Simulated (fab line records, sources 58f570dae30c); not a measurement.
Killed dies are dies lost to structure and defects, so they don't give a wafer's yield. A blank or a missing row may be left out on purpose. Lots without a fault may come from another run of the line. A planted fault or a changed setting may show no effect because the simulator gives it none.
fab line records | flow berkeley_cmos170
record lots=5 wafers=23
route steps=331 shown GATE@135 NLDD@166 PSD@179 NSD@191 SILICIDE@211 CONTACT@220 V1@254
start_h: hours from the record's first day to the start of the lot's first wafer shown | wait_h: hours since the lot's step before | " the same as in the row above | L1.1+2: a row that stands for several wafers | - no value, or no start given | * or withheld: withheld | < > ~ a bound
route shown NAME@n: a module of which the file shows steps, and the number in the route of the first | usual: mean/standard deviation of fault-free wafers | same: alike in all rows | chamber/n: place in a boat | sites: the reading at each site | _std_site: their standard deviation | _edge_site: outer sites' mean less inner sites' | radius_mm: how far each site lies from the wafer's centre | mask NAME#n: copy n | behind: the tool/chamber that last shaped the wafer | hold: why the lot was held/for how many hours/how that ended | device: the transistor (n, p or np) that didn't switch | end of line: the same wafers' tests at the end of the route | a step without rows: its recipe alone | killed: dies lost to structure and defects at the first sort, not the wafer's yield | map: a wafer's dies, x killed, . not, _ none there
set.NAME: the setting as run; set.NAME@STEP: as run at that earlier step | model.NAME: the simulator's own value behind a step, which no gauge read
lots whose settings were changed on purpose; a table a step, a row a wafer
## steps
# step UCB170_GATE_EXPOSE_09
# recipe mask_id=POLY target_cd_nm=350 na=0.5 sigma_outer=0.6 source_shape=conventional dose_mj=21
# columns lot.wafer tool chamber start_h wait_h mask set.dose_mj
L074.1+6 krf_scanner-01 0 126.36 - POLY#0 21
L074.2+3+5 " 0 " " POLY#0 20.56
L076.2+4 krf_scanner-01 0 135.06 - POLY#0 19.65
L076.3+5+6 " 0 " " POLY#0 21
L078.1+2+4+5+6 krf_scanner-01 0 148.38 - POLY#0 21
L081.1+3+5 krf_scanner-02 0 161.24 - POLY#0 22.05
L081.2+6 " 0 " " POLY#0 21
L082.2+4+6 krf_scanner-02 0 171.49 - POLY#0 21
# step UCB170_GATE_PEB_10
# recipe peb_temp_c=130 peb_time_s=withheld resist=KrF
# step UCB170_GATE_DEVELOP_11
# recipe developer=TMAH develop_time_s=45 resist=KrF dev_temp_c=21
# step UCB170_GATE_CD_MEAS_12
# recipe target_cd_nm=350
# usual cd_nm=350.5/1.3
# columns lot.wafer tool chamber start_h wait_h set.dose_mj@GATE_EXPOSE_09 cd_nm
L074.1 cd_sem-01 - 126.81 - 21 349.8
L074.2 " - " " 20.56 354.2
L074.3 " - " " 20.56 351.5
L074.5 " - " " 20.56 353.2
L074.6 " - " " 21 349.8
L076.2 cd_sem-01 - 135.49 - 19.65 360.8
L076.3 " - " " 21 349.8
L076.4 " - " " 19.65 361.4
L076.5 " - " " 21 348.9
L076.6 " - " " 21 348.7
L078.1 cd_sem-02 - 149.38 - 21 348.3
L078.2 " - " " 21 348.7
L078.4 " - " " 21 348.7
L078.5 " - " " 21 348.6
L078.6 " - " " 21 349.5
L081.1 cd_sem-01 - 161.66 - 22.05 342.7
L081.2 " - " " 21 353.3
L081.3 " - " " 22.05 341.8
L081.5 " - " " 22.05 341.0
L081.6 " - " " 21 352.5
L082.2 cd_sem-02 - 172.21 - 21 351.9
L082.4 " - " " 21 351.1
L082.6 " - " " 21 352.2
# step UCB170_GATE_ETCH_14
# recipe chemistry=N2/H2 target_depth_a=withheld overetch_a=withheld target=BARC time_s=withheld source_w=500 bias_w=100 pressure_mtorr=30 n2_flow_sccm=100 h2_flow_sccm=200
# step UCB170_GATE_ETCH_15
# recipe chemistry=HBr/Cl2 target=poly-Si stop_on=SiO2 over_etch_frac=0.3 icp_w=300 bias_w=150 time_s=56.3 pressure_mtorr=15 HBr_flow_sccm=150 Cl2_flow_sccm=50 target_depth_a=2782
# columns lot.wafer tool chamber start_h wait_h set.dose_mj@GATE_EXPOSE_09 model.GATE.cd_nm
L074.1 rie_si-02 2 127.01 - 21 349.7
L074.2 " 3 " " 20.56 354
L074.3 " 0 " " 20.56 351.9
L074.5 " 3 " " 20.56 353.6
L074.6 " 2 " " 21 349.6
L076.2 rie_si-02 3 135.67 - 19.65 361.3
L076.3 " 0 " " 21 349.2
L076.4 " 2 " " 19.65 361.5
L076.5 " 3 " " 21 348.4
L076.6 " 2 " " 21 349.8
L078.1 rie_si-02 2 149.58 - 21 348.6
L078.2 " 0 " " 21 347.6
L078.4 " 1 " " 21 348.1
L078.5 " 0 " " 21 347.4
L078.6 " 1 " " 21 350.6
L081.1 rie_si-02 1 161.86 - 22.05 342.8
L081.2 " 3 " " 21 353.4
L081.3 " 0 " " 22.05 341.9
L081.5 " 3 " " 22.05 340.9
L081.6 " 0 " " 21 352.8
L082.2 rie_si-02 2 172.39 - 21 353.2
L082.4 " 0 " " 21 352.2
L082.6 " 0 " " 21 352.4
# step UCB170_GATE_STRIP_16
# recipe chemistry=O2 power_w=400 pressure_mtorr=3500 platen_temp_c=withheld o2_flow_sccm=400 overash_fraction=0.5
# step UCB170_GATE_CD_MEAS_90
# recipe target_cd_nm=350
# usual cd_nm=350.4/1.5
# columns lot.wafer tool chamber start_h wait_h set.dose_mj@GATE_EXPOSE_09 cd_nm
L074.1 cd_sem-01 - 127.16 0.1 21 349.4
L074.2 " - " " 20.56 353.8
L074.3 " - " " 20.56 352.1
L074.5 " - " " 20.56 353.3
L074.6 " - " " 21 349.6
L076.2 cd_sem-01 - 135.87 0.1 19.65 361.5
L076.3 " - " " 21 349.0
L076.4 " - " " 19.65 361.3
L076.5 " - " " 21 348.6
L076.6 " - " " 21 349.3
L078.1 cd_sem-02 - 149.73 0.1 21 348.4
L078.2 " - " " 21 347.6
L078.4 " - " " 21 347.7
L078.5 " - " " 21 347.2
L078.6 " - " " 21 350.6
L081.1 cd_sem-01 - 162.06 0.1 22.05 342.9
L081.2 " - " " 21 353.6
L081.3 " - " " 22.05 341.8
L081.5 " - " " 22.05 340.8
L081.6 " - " " 21 352.8
L082.2 cd_sem-02 - 172.60 0.1 21 353.0
L082.4 " - " " 21 352.2
L082.6 " - " " 21 353.1
# step UCB170_NLDD_IMPLANT_08
# recipe species=As dose_cm2=5e+13 energy_kev=30 tilt_deg=7 rotation_deg=0
# columns lot.wafer tool chamber start_h wait_h set.dose_cm2
L074.1+3 implanter-02 0 130.71 0.0 5e+13
L074.2+5+6 " 0 " " 5.275e+13
L076.2+6 implanter-02 0 139.48 0.0 5e+13
L076.3+4+5 " 0 " " 4.769e+13
L078.1+4 implanter-04 0 153.46 0.0 5e+13
L078.2+5+6 " 0 " " 4.663e+13
L081.1+5+6 implanter-04 0 166.13 0.0 5.336e+13
L081.2+3 " 0 " " 5e+13
L082.2+4+6 implanter-02 0 176.09 0.0 5e+13
# step UCB170_PSD_PEB_04
# recipe peb_temp_c=130 peb_time_s=withheld resist=KrF
# columns lot.wafer tool chamber start_h wait_h set.peb_temp_c
L074.1+3+5 litho_track-04 0 136.47 0.2 130
L074.2+6 " 0 " " 132.2
L076.2+4+6 litho_track-02 0 146.74 0.6 130
L076.3+5 " 0 " " 128
L078.1+2+6 litho_track-04 0 158.93 0.1 131.5
L078.4+5 " 0 " " 130
L081.1+5 litho_track-04 0 172.19 0.5 131.4
L081.2+3+6 " 0 " " 130
L082.2+4+6 litho_track-04 0 182.54 0.1 130
# step UCB170_PSD_DEVELOP_05
# recipe developer=TMAH develop_time_s=45 resist=KrF dev_temp_c=21
# step UCB170_PSD_CD_MEAS_06
# recipe target_cd_nm=1200
# usual cd_nm=1199.6/1.3
# columns lot.wafer tool chamber start_h wait_h set.peb_temp_c@PSD_PEB_04 cd_nm
L074.1 cd_sem-01 - 136.75 - 130 1199.5
L074.2 " - " " 132.2 1213.1
L074.3 " - " " 130 1199.3
L074.5 " - " " 130 1200.0
L074.6 " - " " 132.2 1213.7
L076.2 cd_sem-01 - 147.01 - 130 1198.3
L076.3 " - " " 128 1185.3
L076.4 " - " " 130 1199.5
L076.5 " - " " 128 1186.3
L076.6 " - " " 130 1200.0
L078.1 cd_sem-01 - 159.31 - 131.5 1208.9
L078.2 " - " " 131.5 1208.6
L078.4 " - " " 130 1198.9
L078.5 " - " " 130 1199.2
L078.6 " - " " 131.5 1209.2
L081.1 cd_sem-02 - 172.46 - 131.4 1209.3
L081.2 " - " " 130 1199.2
L081.3 " - " " 130 1198.9
L081.5 " - " " 131.4 1209.1
L081.6 " - " " 130 1199.9
L082.2 cd_sem-02 - 182.81 - 130 1199.8
L082.4 " - " " 130 1199.6
L082.6 " - " " 130 1198.7
# step UCB170_NSD_PEB_04
# recipe peb_temp_c=130 peb_time_s=withheld resist=KrF
# columns lot.wafer tool chamber start_h wait_h set.peb_temp_c
L074.1+2+3+5+6 litho_track-03 0 138.23 0.3 130
L076.2+4 litho_track-02 0 149.54 0.6 130
L076.3+5+6 " 0 " " 127.2
L078.1+4+6 litho_track-02 0 160.84 0.2 130
L078.2+5 " 0 " " 126.2
L081.1+2+3+5+6 litho_track-02 0 174.23 0.1 130
L082.2+4+6 litho_track-04 0 184.37 0.4 130
# step UCB170_NSD_DEVELOP_05
# recipe developer=TMAH develop_time_s=45 resist=KrF dev_temp_c=21
# columns lot.wafer tool chamber start_h wait_h set.dev_temp_c
L074.1+6 litho_track-03 0 - - 21
L074.2+3+5 " 0 " " 23.49
L076.2+3 litho_track-02 0 - - 21
L076.4+5+6 " 0 " " 24.58
L078.1+2 litho_track-02 0 - - 24.38
L078.4+5+6 " 0 " " 21
L081.1+2+6 litho_track-02 0 - - 19.04
L081.3+5 " 0 " " 21
L082.2+4+6 litho_track-04 0 - - 21
# step UCB170_NSD_CD_MEAS_06
# recipe target_cd_nm=1200
# usual cd_nm=1200.0/1.5
# columns lot.wafer tool chamber start_h wait_h set.peb_temp_c@NSD_PEB_04 cd_nm
L074.1 cd_sem-02 - 138.50 - 130 1201.4
L074.2 " - " " 130 1201.8
L074.3 " - " " 130 1199.8
L074.5 " - " " 130 1201.0
L074.6 " - " " 130 1201.6
L076.2 cd_sem-02 - 149.87 - 130 1200.5
L076.3 " - " " 127.2 1179.3
L076.4 " - " " 130 1199.4
L076.5 " - " " 127.2 1176.8
L076.6 " - " " 127.2 1179.1
L078.1 cd_sem-01 - 161.11 - 130 1200.0
L078.2 " - " " 126.2 1169.9
L078.4 " - " " 130 1200.8
L078.5 " - " " 126.2 1168.9
L078.6 " - " " 130 1200.4
L081.1 cd_sem-02 - 174.51 - 130 1200.4
L081.2 " - " " 130 1201.4
L081.3 " - " " 130 1201.1
L081.5 " - " " 130 1201.2
L081.6 " - " " 130 1201.4
L082.2 cd_sem-02 - 184.64 - 130 1201.3
L082.4 " - " " 130 1199.7
L082.6 " - " " 130 1201.8
# step UCB170_NSD_IMPLANT_08
# recipe species=P dose_cm2=2.938e+15 energy_kev=40 tilt_deg=7
# step UCB170_SDANNEAL_RS_MEAS_05
# recipe thk_meas_gauge=four-point-probe
# usual NLDD_RS=616.0/1.5
# columns lot.wafer tool chamber start_h wait_h set.dose_cm2@NLDD_IMPLANT_08 NLDD_RS[ohm/sq]
L074.1 film_metro-04 - 142.58 0.1 5e+13 614.3
L074.2 " - " " 5.275e+13 602.6
L074.3 " - " " 5e+13 613.7
L074.5 " - " " 5.275e+13 603.6
L074.6 " - " " 5.275e+13 602.1
L076.2 film_metro-04 - 152.00 0.1 5e+13 616.2
L076.3 " - " " 4.769e+13 625.4
L076.4 " - " " 4.769e+13 626.5
L076.5 " - " " 4.769e+13 627.3
L076.6 " - " " 5e+13 616.6
L078.1 film_metro-01 - 163.84 0.1 5e+13 614.8
L078.2 " - " " 4.663e+13 630.7
L078.4 " - " " 5e+13 616.7
L078.5 " - " " 4.663e+13 629.4
L078.6 " - " " 4.663e+13 630.8
L081.1 film_metro-02 - 176.89 0.1 5.336e+13 603.0
L081.2 " - " " 5e+13 616.1
L081.3 " - " " 5e+13 616.1
L081.5 " - " " 5.336e+13 603.7
L081.6 " - " " 5.336e+13 603.4
L082.2 film_metro-01 - 186.49 0.1 5e+13 616.9
L082.4 " - " " 5e+13 618.5
L082.6 " - " " 5e+13 619.0
# step UCB170_SILICIDE_SPUTTER_01
# recipe material=Ti target_thk_nm=30 time_s=25 power_w=1500 chamber_pressure_pa=0.5
# columns lot.wafer tool chamber start_h wait_h set.power_w model.Ti_of_SILICIDE_SPUTTER_01.thk_nm
L074.1 pvd_sputter-03 - 142.77 0.0 1671 34.13
L074.2 " - " " 1671 33.17
L074.3 " - " " 1671 34.04
L074.5 " - " " 1500 30.77
L074.6 " - " " 1500 30.07
L076.2 pvd_sputter-03 - 152.17 0.0 1500 30.14
L076.3 " - " " 1454 29.52
L076.4 " - " " 1454 28.8
L076.5 " - " " 1500 30.37
L076.6 " - " " 1500 30.53
L078.1 pvd_sputter-04 - 164.03 0.0 1500 30.42
L078.2 " - " " 1675 34.17
L078.4 " - " " 1675 34.33
L078.5 " - " " 1500 30.48
L078.6 " - " " 1675 33.7
L081.1 pvd_sputter-02 - 177.07 0.0 1500 30.14
L081.2 " - " " 1582 31.83
L081.3 " - " " 1500 29.85
L081.5 " - " " 1500 30.2
L081.6 " - " " 1582 31.58
L082.2 pvd_sputter-03 - 186.65 0.0 1500 30.84
L082.4 " - " " 1500 29.8
L082.6 " - " " 1500 29.99
# step UCB170_SILICIDE_RS_MEAS_02
# recipe thk_meas_gauge=four-point-probe reads=Ti_of_SILICIDE_SPUTTER_01
# usual SILICIDE_TI_RS=25.8/0.33
# columns lot.wafer tool chamber start_h wait_h set.power_w@SILICIDE_SPUTTER_01 SILICIDE_TI_RS[ohm/sq]
L074.1 film_metro-03 - 142.80 0.0 1671 22.5
L074.2 " - " " 1671 23.3
L074.3 " - " " 1671 22.6
L074.5 " - " " 1500 25.4
L074.6 " - " " 1500 26.1
L076.2 film_metro-03 - 152.22 0.0 1500 26.0
L076.3 " - " " 1454 26.6
L076.4 " - " " 1454 27.4
L076.5 " - " " 1500 25.8
L076.6 " - " " 1500 25.6
L078.1 film_metro-03 - 164.06 0.0 1500 25.7
L078.2 " - " " 1675 22.4
L078.4 " - " " 1675 22.3
L078.5 " - " " 1500 25.6
L078.6 " - " " 1675 22.8
L081.1 film_metro-01 - 177.10 0.0 1500 26.0
L081.2 " - " " 1582 24.4
L081.3 " - " " 1500 26.3
L081.5 " - " " 1500 25.9
L081.6 " - " " 1582 24.5
L082.2 film_metro-03 - 186.70 0.0 1500 25.3
L082.4 " - " " 1500 26.3
L082.6 " - " " 1500 26.1
# step UCB170_SILICIDE_THK_MEAS_03
# recipe thk_meas_gauge=xrf reads=Ti_of_SILICIDE_SPUTTER_01
# usual SILICIDE_TI_THK=30.4/0.36
# columns lot.wafer tool chamber start_h wait_h set.power_w@SILICIDE_SPUTTER_01 SILICIDE_TI_THK[nm]
L074.1 film_metro-03 - 142.92 0.1 1671 34.3
L074.2 " - " " 1671 33.4
L074.3 " - " " 1671 34.2
L074.5 " - " " 1500 30.9
L074.6 " - " " 1500 30.4
L076.2 film_metro-03 - 152.33 0.1 1500 30.5
L076.3 " - " " 1454 29.8
L076.4 " - " " 1454 28.9
L076.5 " - " " 1500 30.6
L076.6 " - " " 1500 30.8
L078.1 film_metro-03 - 164.18 0.1 1500 30.5
L078.2 " - " " 1675 34.4
L078.4 " - " " 1675 34.5
L078.5 " - " " 1500 30.7
L078.6 " - " " 1675 33.9
L081.1 film_metro-01 - 177.22 0.1 1500 30.2
L081.2 " - " " 1582 31.9
L081.3 " - " " 1500 30.0
L081.5 " - " " 1500 30.3
L081.6 " - " " 1582 31.7
L082.2 film_metro-03 - 186.81 0.1 1500 31.0
L082.4 " - " " 1500 30.1
L082.6 " - " " 1500 30.3
# step UCB170_CONTACT_COAT_04
# recipe resist=KrF spin_rpm=1500 resist_thk_nm=900
# columns lot.wafer tool chamber start_h wait_h set.spin_rpm model.KrF_of_CONTACT_COAT_04.thk_nm
L074.1 litho_track-02 0 146.14 0.1 1500 899.7
L074.2 " 0 " " 1500 901.8
L074.3 " 0 " " 1430 924.1
L074.5 " 0 " " 1500 900.7
L074.6 " 0 " " 1430 924.3
L076.2 litho_track-02 0 154.94 0.1 1500 900.5
L076.3 " 0 " " 1500 899.3
L076.4 " 0 " " 1500 898.7
L076.5 " 0 " " 1500 899.6
L076.6 " 0 " " 1500 901.2
L078.1 litho_track-01 0 166.51 0.1 1389 938.5
L078.2 " 0 " " 1500 902.3
L078.4 " 0 " " 1500 903
L078.5 " 0 " " 1500 901.9
L078.6 " 0 " " 1389 937.9
L081.1 litho_track-03 0 180.31 0.1 1415 927
L081.2 " 0 " " 1415 929.4
L081.3 " 0 " " 1500 898.6
L081.5 " 0 " " 1500 903.9
L081.6 " 0 " " 1500 900.8
L082.2 litho_track-01 0 192.41 0.1 1500 900
L082.4 " 0 " " 1500 900.3
L082.6 " 0 " " 1500 899.3
# step UCB170_CONTACT_SOFTBAKE_05
# recipe resist=KrF temp_c=130 time_s=60
# step UCB170_CONTACT_STRIP_06
# recipe chemistry=O2 power_w=400 pressure_mtorr=3500 platen_temp_c=withheld o2_flow_sccm=400 overash_fraction=0.5
# usual strip_time_to_endpoint_s=22.01/0.061
# columns lot.wafer tool chamber start_h wait_h set.spin_rpm@CONTACT_COAT_04 strip_time_to_endpoint_s
L074.1 plasma_asher-02 0 146.44 0.1 1500 21.96
L074.2 " 1 " " 1500 22.01
L074.3 " 0 " " 1430 22.54
L074.5 " 0 " " 1500 21.97
L074.6 " 1 " " 1430 22.54
L076.2 plasma_asher-01 0 155.21 0.1 1500 21.98
L076.3 " 0 " " 1500 21.95
L076.4 " 1 " " 1500 21.93
L076.5 " 1 " " 1500 21.98
L076.6 " 0 " " 1500 21.98
L078.1 plasma_asher-03 0 166.81 0.1 1389 22.88
L078.2 " 1 " " 1500 22.06
L078.4 " 1 " " 1500 22.03
L078.5 " 1 " " 1500 22.01
L078.6 " 0 " " 1389 22.88
L081.1 plasma_asher-01 0 180.61 0.1 1415 22.61
L081.2 " 1 " " 1415 22.67
L081.3 " 0 " " 1500 21.93
L081.5 " 1 " " 1500 22.07
L081.6 " 0 " " 1500 21.98
L082.2 plasma_asher-03 0 192.68 0.1 1500 21.99
L082.4 " 1 " " 1500 21.98
L082.6 " 0 " " 1500 21.95
# step UCB170_V1_CVD_00
# recipe material=SiO2 target_thk_nm=2000 temp_c=390 precursor=TEOS/O2 time_s=250 rf_w=550 pressure_mtorr=9000
# columns lot.wafer tool chamber start_h wait_h set.time_s model.SiO2_of_V1_CVD_00.thk_nm
L074.1 pecvd-02 1 157.99 0.0 228.5 1760
L074.2 " 2 " " 250 2010
L074.3 " 0 " " 228.5 1821
L074.5 " 2 " " 250 2058
L074.6 " 1 " " 228.5 1812
L076.2 pecvd-01 2 162.99 0.0 214.8 1684
L076.3 " 1 " " 250 1981
L076.4 " 0 " " 214.8 1772
L076.5+6 " 2,1 " " 250 2012
L078.1 pecvd-01 0 174.91 0.0 250 2040
L078.2 " 2 " " 250 2017
L078.4 " 1 " " 272 2203
L078.5 " 2 " " 272 2199
L078.6 " 0 " " 272 2202
L081.1 pecvd-01 2 187.33 0.2 250 1991
L081.2 " 1 " " 250 1987
L081.3 " 0 " " 250 2015
L081.5 " 0 " " 279.2 2262
L081.6 " 1 " " 279.2 2232
L082.2 pecvd-04 2 201.98 0.0 250 1967
L082.4 " 0 " " 250 2027
L082.6 " 2 " " 250 2021
# step UCB170_V1_THK_MEAS_01
# recipe reads=SiO2_of_V1_CVD_00
# usual V1_TEOS_THK=2006/29
# columns lot.wafer tool chamber start_h wait_h set.time_s@V1_CVD_00 V1_TEOS_THK[nm]
L074.1 film_metro-02 - 158.15 0.1 228.5 1761
L074.2 " - " " 250 2011
L074.3 " - " " 228.5 1821
L074.5 " - " " 250 2057
L074.6 " - " " 228.5 1811
L076.2 film_metro-02 - 163.15 0.1 214.8 1685
L076.3 " - " " 250 1979
L076.4 " - " " 214.8 1773
L076.5 " - " " 250 2013
L076.6 " - " " 250 2013
L078.1 film_metro-02 - 175.07 0.1 250 2040
L078.2 " - " " 250 2019
L078.4 " - " " 272 2203
L078.5 " - " " 272 2198
L078.6 " - " " 272 2203
L081.1 film_metro-04 - 187.48 0.1 250 1991
L081.2 " - " " 250 1986
L081.3 " - " " 250 2015
L081.5 " - " " 279.2 2260
L081.6 " - " " 279.2 2233
L082.2 film_metro-04 - 202.15 0.1 250 1966
L082.4 " - " " 250 2028
L082.6 " - " " 250 2019
## key
split step=UCB170_GATE_EXPOSE_09 setting=dose_mj stated=21 by=wafer
response step=UCB170_GATE_CD_MEAS_12 reading=cd_nm change=-1.97 per=1% r=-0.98
response step=UCB170_GATE_ETCH_15 reading=model.GATE.cd_nm change=-2.01 per=1% r=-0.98
response step=UCB170_GATE_CD_MEAS_90 reading=cd_nm change=-2.04 per=1% r=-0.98
split step=UCB170_NLDD_IMPLANT_08 setting=dose_cm2 stated=5e+13 by=wafer
response step=UCB170_SDANNEAL_RS_MEAS_05 reading=NLDD_RS change=-2.05 per=1% r=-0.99
split step=UCB170_PSD_PEB_04 setting=peb_temp_c stated=130 by=wafer
response step=UCB170_PSD_CD_MEAS_06 reading=cd_nm change=+8.55 per=1% r=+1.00
split step=UCB170_NSD_PEB_04 setting=peb_temp_c stated=130 by=wafer
response step=UCB170_NSD_CD_MEAS_06 reading=cd_nm change=+10.4 per=1% r=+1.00
split step=UCB170_NSD_DEVELOP_05 setting=dev_temp_c stated=21 by=wafer
response none clear
split step=UCB170_SILICIDE_SPUTTER_01 setting=power_w stated=1500 by=wafer
response step=UCB170_SILICIDE_SPUTTER_01 reading=model.Ti_of_SILICIDE_SPUTTER_01.thk_nm change=+0.305 per=1% r=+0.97
response step=UCB170_SILICIDE_RS_MEAS_02 reading=SILICIDE_TI_RS change=-0.272 per=1% r=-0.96
response step=UCB170_SILICIDE_THK_MEAS_03 reading=SILICIDE_TI_THK change=+0.304 per=1% r=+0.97
split step=UCB170_CONTACT_COAT_04 setting=spin_rpm stated=1500 by=wafer
response step=UCB170_CONTACT_COAT_04 reading=model.KrF_of_CONTACT_COAT_04.thk_nm change=-4.85 per=1% r=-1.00
response step=UCB170_CONTACT_STRIP_06 reading=strip_time_to_endpoint_s change=* per=1% r=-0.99
split step=UCB170_V1_CVD_00 setting=time_s stated=250 by=wafer
response step=UCB170_V1_CVD_00 reading=model.SiO2_of_V1_CVD_00.thk_nm change=+21.2 per=1% r=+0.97
response step=UCB170_V1_THK_MEAS_01 reading=V1_TEOS_THK change=+21.2 per=1% r=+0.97
